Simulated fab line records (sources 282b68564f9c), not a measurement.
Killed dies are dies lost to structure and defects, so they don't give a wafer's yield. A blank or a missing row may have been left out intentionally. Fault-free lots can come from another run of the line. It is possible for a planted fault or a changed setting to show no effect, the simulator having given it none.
A struck lot beside a sound one || flow rit_cmos || 18 steps out of a route of 202
Sound: the wafers L626.2, L626.3, L626.5. Struck: wafers L623.2, L623.3, L623.5. The cause is given at the end.
Order at every step that has rows: each side's tool, ch and its chambers, its first start. Under that, the readings that differ: sound wafers || struck wafers || difference of the means || sigmas: that difference in standard deviations of wafers without a fault.
alike: readings whose means differ by less than 2 such deviations, and words and numbers that are the same on both sides. not compared: withheld readings, readings that some wafer has no value for, bounds like >300 that may hide the same value, and numbers for which the record gives no deviation and whose values overlap.
Wherever a step has rows on one side only, a row that says differs or no value, or a row with sigmas, the two part there. Non-overlapping numbers with no deviation appear without sigmas and do not part them. A reading that every wafer of one side lacks parts them only if that side has two wafers or more.

first, 4 steps without rows for these wafers: RIT_PSD_SOFTBAKE_02 (time 60 s); RIT_PSD_EXPOSE_03 (exposes mask M10, target cd 40900 nm); RIT_PSD_PEB_04; RIT_PSD_DEVELOP_05 (develop time 50 s).
RIT_PSD_OVL_MEAS_06:
  sound: overlay-01 at day 6 18:06; struck: overlay-02 at day 5 23:03
  alike: PSD_OVL
then, 2 steps without rows for these wafers: RIT_PSD_HARDBAKE_07 (time 60 s); RIT_PSD_IMPLANT_08.
RIT_PSD_STRIP_09: strips in O2, time 180 s.
  sound on plasma_asher-04 ch 0, day 6 18:26; struck on plasma_asher-02 ch 0,1, day 5 23:23
  alike: drypump_motor_current_A
  not compared: rf_hours_counter_h
RIT_PSD_TW_MEAS_10:
  sound: film_metro-03 at day 6 18:37; struck: film_metro-02 at day 5 23:34
{"reading": "PSD_TW", "sound": "3359 3346 3368", "struck": "3468 3480 3483", "difference": "+119", "sigmas": "+2"}
then, 3 steps without rows for these wafers: RIT_SDANNEAL_CLEAN_00 (cleans in SC1, time 600 s); RIT_SDANNEAL_CLEAN_01 (cleans in dHF, time 30 s); RIT_SDANNEAL_CLEAN_02 (cleans in SC2, time 600 s).
RIT_SDANNEAL_RTA_03: time 5 s.
  sound on rtp_anneal-02 ch 0, day 6 19:03; struck on rtp_anneal-01 ch 0, day 5 23:59
  alike: wafer_temp_C_max
RIT_SDANNEAL_RS_MEAS_04: measurement is done with a four-point probe.
  sound: film_metro-02 at day 6 19:07; struck: film_metro-04 at day 6 00:04
{"reading": "PSD_RS (ohm/sq)", "sound": "115.85 116.16 115.94", "struck": "127.62 127.67 127.09", "difference": "+11.48", "sigmas": "+41"}
RIT_SDANNEAL_RS_MEAS_05: measurement is done with a four-point probe.
  sound: film_metro-02 at day 6 19:14; struck: film_metro-04 at day 6 00:11
  alike: NSD_RS
RIT_SDANNEAL_RS_MEAS_06: measurement is done with a four-point probe.
  sound: film_metro-02 at day 6 19:21; struck: film_metro-04 at day 6 00:18
{"reading": "PLDD_RS (ohm/sq)", "sound": "178.8 179.0 179.3", "struck": "190.3 190.8 190.6", "difference": "+11.5", "sigmas": "+26"}
RIT_SDANNEAL_RS_MEAS_07: measurement is done with a four-point probe.
  sound: film_metro-02 at day 6 19:28; struck: film_metro-04 at day 6 00:25
  alike: NLDD_RS
RIT_M1_PROBE_99:
  sound: prober-02 at day 7 02:43; struck: prober-01 at day 6 07:40
{"reading": "model.etest.pmos_turned.r_on_ohm_um", "sound": "3498 3544 3514", "struck": "3994 4005 3844", "difference": "+429", "sigmas": ""}
{"reading": "model.etest.pmos_0p3.r_on_ohm_um", "sound": "6436 6573 6503", "struck": "6811 6740 6678", "difference": "+239", "sigmas": ""}
{"reading": "model.etest.pmos_0p15.r_on_ohm_um", "sound": "2858 2915 2848", "struck": "3078 3134 3058", "difference": "+216", "sigmas": ""}
{"reading": "model.etest.pmos_turned.drive_ua_um", "sound": "183.4 182.4 183.4", "struck": "151.4 151.9 161.5", "difference": -28.1, "sigmas": ""}
{"reading": "model.etest.pmos_0p15.drive_ua_um", "sound": "246.8 242 246.2", "struck": "223.6 220.5 232.1", "difference": -19.6, "sigmas": ""}
{"reading": "model.etest.contact_pplus.end_ohm_um", "sound": "43.47 44.81 44.55", "struck": "49.48 49.45 50.29", "difference": "+5.46", "sigmas": ""}
{"reading": "model.etest.pmos_0p3.drive_ua_um", "sound": "97.41 95.14 96.06", "struck": "91.74 92.48 94.17", "difference": -3.41, "sigmas": ""}
{"reading": "model.etest.pmos_narrow.drive_ua_um", "sound": "95.14 92.72 94.11", "struck": "88.47 86.26 89.25", "difference": -6.00, "sigmas": ""}
  alike: killed_at_front_end, killed_dies, killed_open, killed_short

## WHERE THEY PART
Last at RIT_SDANNEAL_RS_MEAS_06 as far as this record goes, first at RIT_PSD_TW_MEAS_10. Later steps at which nothing parts them and some readings are alike: RIT_SDANNEAL_RS_MEAS_07, RIT_M1_PROBE_99.

WHY: whatever the simulator had introduced
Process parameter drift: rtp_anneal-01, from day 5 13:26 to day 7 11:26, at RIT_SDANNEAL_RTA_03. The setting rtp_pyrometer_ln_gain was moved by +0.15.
